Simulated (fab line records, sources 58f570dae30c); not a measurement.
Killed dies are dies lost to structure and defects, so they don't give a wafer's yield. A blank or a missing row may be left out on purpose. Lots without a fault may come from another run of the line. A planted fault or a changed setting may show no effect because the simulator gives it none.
Split-lot experiment | flow berkeley_cmos170 | 5 lots, 23 wafers read, on a route of 331 steps

THE SPLIT
At UCB170_M3_SPUTTER_01 (material Al, target thk 900 nm, time 120 s), the setting power_w was moved away from the recipe's 6000 W on 8 of the 23 wafers read, by -7.4% to +5.4%. The other wafers ran this setting at the recipe's value.

FROM THE SPLIT TO THE READING: what the file shows between them, 7 steps
- UCB170_M3_RS_MEAS_02: measures by four-point-probe
- UCB170_M3_THK_MEAS_03: measures by xrf
- UCB170_M3_EXPOSE_12: exposes mask METAL3, target cd 700 nm (also split here: dose_mj)
- UCB170_M3_PEB_13
- UCB170_M3_DEVELOP_14: develop time 45 s
- UCB170_M3_CD_MEAS_15: target cd 700 nm
- UCB170_M3_ETCH_17: etches BARC in N2/H2

THE READING
oes_product_au, in a.u., at UCB170_M3_METAL_ETCH_18 (etches Al in Cl2/BCl3, stops on SiO2, target depth 1170 nm, time 195 s). Fault-free wafers of this fab line usually give 0.843 a.u., standard deviation 0.017 a.u..

wafer  | tool, chamber at the split | power_w as run, W | against the recipe | oes_product_au, a.u. | against lot-mates on the recipe
L075.1 | pvd_sputter-02, -          | 6000              | recipe             | 0.855                | -
L075.2 | pvd_sputter-02, -          | 6000              | recipe             | 0.867                | -
L075.4 | pvd_sputter-02, -          | 6000              | recipe             | 0.871                | -
L075.5 | pvd_sputter-02, -          | 6000              | recipe             | 0.872                | -
L075.6 | pvd_sputter-02, -          | 6000              | recipe             | 0.846                | -
L074.1 | pvd_sputter-04, -          | 6325              | +5.4%              | 0.885                | +0.044
L074.2 | pvd_sputter-04, -          | 6000              | recipe             | 0.854                | -
L074.4 | pvd_sputter-04, -          | 6000              | recipe             | 0.829                | -
L074.5 | pvd_sputter-04, -          | 6000              | recipe             | 0.840                | -
L074.6 | pvd_sputter-04, -          | 6325              | +5.4%              | 0.881                | +0.040
L080.1 | pvd_sputter-02, -          | 6000              | recipe             | 0.848                | -
L080.4 | pvd_sputter-02, -          | 6000              | recipe             | 0.873                | -
L080.6 | pvd_sputter-02, -          | 6000              | recipe             | 0.862                | -
L083.2 | pvd_sputter-04, -          | 6000              | recipe             | 0.892                | -
L083.3 | pvd_sputter-04, -          | 5554              | -7.4%              | 0.811                | -0.078
L083.4 | pvd_sputter-04, -          | 5554              | -7.4%              | 0.857                | -0.032
L083.5 | pvd_sputter-04, -          | 6000              | recipe             | 0.887                | -
L083.6 | pvd_sputter-04, -          | 5554              | -7.4%              | 0.814                | -0.076
L082.1 | pvd_sputter-02, -          | 5641              | -6.0%              | 0.832                | -0.044
L082.3 | pvd_sputter-02, -          | 5641              | -6.0%              | 0.813                | -0.063
L082.4 | pvd_sputter-02, -          | 6000              | recipe             | 0.888                | -
L082.5 | pvd_sputter-02, -          | 6000              | recipe             | 0.864                | -
L082.6 | pvd_sputter-02, -          | 5641              | -6.0%              | 0.847                | -0.029

THE FIT
A straight line over all 23 wafers: oes_product_au changes by +0.00471 a.u. for each +1% of power_w; r = +0.70; the points scatter about the line by 0.018 a.u..
The same after taking each lot's own level away (the mean of its wafers on the recipe; 23 wafers): +0.00799 a.u. for each +1%; r = +0.92; scatter 0.013 a.u..
On that fit, the largest move of power_w shifts the reading by 0.059 a.u..
The lots' own levels span 0.8410 to 0.8895 a.u., that is 2.9 times the standard deviation above.
So the lot-to-lot level blurs the effect unless lot-mates are compared.
Check: with one of the wafers moved furthest among these (-7.4%) left out of the fit, the line predicts -0.0556 a.u. for it against its lot-mates. It came out at -0.0785 a.u. against them.

OTHER SPLITS ON THESE WAFERS
These wafers also went through other splits before the reading. Each is held against what the fit with the lots' levels taken away leaves over:
other split on the same wafers | wafers away from the commonest value | r with oes_product_au (lot level and that fit taken away)
UCB170_M2_PEB_13 peb_temp_c    | 6                                    | -0.12
UCB170_M3_EXPOSE_12 dose_mj    | 8                                    | -0.18

THE WHOLE CHAIN: every reading that the file lists as answering this split, in the file's order
step                    | what it does                                                           | reading                                                                     | change (the file's fit)                 | r (the file's)
UCB170_M3_SPUTTER_01    | material Al, target thk 900 nm, time 120 s                             | Al_of_M3_SPUTTER_01.thk_nm (the simulator's own value, which no gauge read) | +8.68 nm for each +1% of the setting    | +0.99
UCB170_M3_RS_MEAS_02    | measures by four-point-probe                                           | M3_AL_RS                                                                    | -0.000335 for each +1% of the setting   | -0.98
UCB170_M3_THK_MEAS_03   | measures by xrf                                                        | M3_AL_THK                                                                   | +8.51 for each +1% of the setting       | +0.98
UCB170_M3_METAL_ETCH_18 | etches Al in Cl2/BCl3, stops on SiO2, target depth 1170 nm, time 195 s | oes_product_au                                                              | +0.008 a.u. for each +1% of the setting | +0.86

THE FILE'S OWN FIT
oes_product_au changes by +0.008 a.u. for each +1% of power_w, r = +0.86.
